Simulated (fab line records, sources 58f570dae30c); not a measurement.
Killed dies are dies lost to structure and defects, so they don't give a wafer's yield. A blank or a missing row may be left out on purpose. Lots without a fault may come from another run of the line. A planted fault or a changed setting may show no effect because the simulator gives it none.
A struck lot beside a sound one | flow berkeley_cmos170 | 16 steps out of a route of 331
Sound: wafers L626.1, L626.4, L626.6. Struck: wafers L633.1, L633.2, L633.3. The cause comes at the end.
At each step with rows: each side's tool, then ch and its chambers, then its first start. Under that, the readings that differ: sound wafers | struck wafers | difference of the means | sigmas: that difference in standard deviations of wafers without a fault.
alike: readings whose means differ by less than 2 such deviations, and words and numbers that are the same on both sides. not compared: withheld readings, readings that some wafer has no value for, bounds like >300 that may hide the same value, and numbers for which the record gives no deviation and whose values overlap.
The two part at a step that has a row with sigmas, a row that says differs or no value, or rows on one side only. Numbers that don't overlap but have no deviation are shown without sigmas and don't part them. A reading that every wafer of one side lacks parts them only if that side has two wafers or more.

first, 1 step without rows for these wafers: UCB170_M3_SOFTBAKE_06 (time 60 s).
UCB170_M3_STRIP_07: strips in O2.
  sound on plasma_asher-01 ch 1, day 9 05:16; struck on plasma_asher-01 ch 0,1, day 11 04:26
  alike: drypump_motor_current_A, oes_product_au, strip_time_to_endpoint_s
  not compared: rf_hours_counter_h
then, 7 steps without rows for these wafers: UCB170_M3_STRIP_08 (strips KrF in DMSO, time 600 s); UCB170_M3_COAT_09; UCB170_M3_COAT_10 (resist thk 900 nm); UCB170_M3_SOFTBAKE_11 (time 60 s); UCB170_M3_EXPOSE_12 (exposes mask METAL3, target cd 700 nm); UCB170_M3_PEB_13; UCB170_M3_DEVELOP_14 (develop time 45 s).
UCB170_M3_CD_MEAS_15: target cd 700 nm.
  sound on cd_sem-01, day 9 07:43; struck on cd_sem-01, day 11 06:07
  alike: cd_nm
UCB170_M3_OVL_MEAS_16:
  sound on overlay-02, day 9 07:50; struck on overlay-01, day 11 06:14
  alike: M3_OVL
UCB170_M3_ETCH_17: etches BARC in N2/H2.
  sound on rie_diel-01 ch 0,1,3, day 9 07:52; struck on rie_diel-03 ch 1,2,3, day 11 06:16
  alike: drypump_motor_current_A, oes_product_au, throttle_valve_pct
UCB170_M3_METAL_ETCH_18: etches Al in Cl2/BCl3, stops on SiO2, target depth 1170 nm, time 195 s.
  sound on rie_metal-03 ch 0,1, day 9 07:55; struck on rie_metal-01 ch 1, day 11 06:19
  reading                             | sound             | struck            | difference | sigmas
  throttle_valve_pct (%)              | 24.28 24.08 24.08 | 24.68 24.68 24.65 | +0.52      | +2
  model.KrF_of_M3_COAT_10.thk_nm (nm) | 165.5 181.5 172.2 | 379.8 383.4 382.5 | +208.8     |
  model.M3.feature_depth_nm (nm)      | 958.9 960.3 955.2 | 917.2 876.6 884.3 | -65.4      |
  model.etch.depth_nm (nm)            | 898.6 901.5 896   | 874.5 876.6 884.3 | -20.2      |
  alike: drypump_motor_current_A, oes_product_au
  not compared: rf_hours_counter_h
UCB170_M3_STRIP_19: strips in O2.
  sound on plasma_asher-03 ch 0,1, day 9 08:06; struck on plasma_asher-01 ch 0,1, day 11 06:41
  reading               | sound             | struck            | difference | sigmas
  oes_product_au (a.u.) | 0.493 0.507 0.510 | 0.713 0.716 0.719 | +0.213     | +10
  alike: drypump_motor_current_A
  not compared: rf_hours_counter_h
UCB170_M3_CD_MEAS_90: target cd 700 nm.
  sound on cd_sem-01, day 9 08:12; struck on cd_sem-01, day 11 06:47
  alike: cd_nm
UCB170_M3_PROBE_99:
  sound on prober-02, day 9 08:26; struck on prober-02, day 11 07:01
  not compared: model.etest.antenna_m3.over_limit, model.etest.antenna_m3.short, model.etest.antenna_m2.over_limit, model.etest.antenna_m2.short

WHERE THEY PART
First at UCB170_M3_METAL_ETCH_18; last, within this record, at UCB170_M3_STRIP_19. Later steps at which nothing parts them and some readings are alike: UCB170_M3_CD_MEAS_90.

WHY: what the simulator had put in
Process parameter drift: rie_metal-01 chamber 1, from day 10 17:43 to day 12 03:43, at UCB170_M3_METAL_ETCH_18. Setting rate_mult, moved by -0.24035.
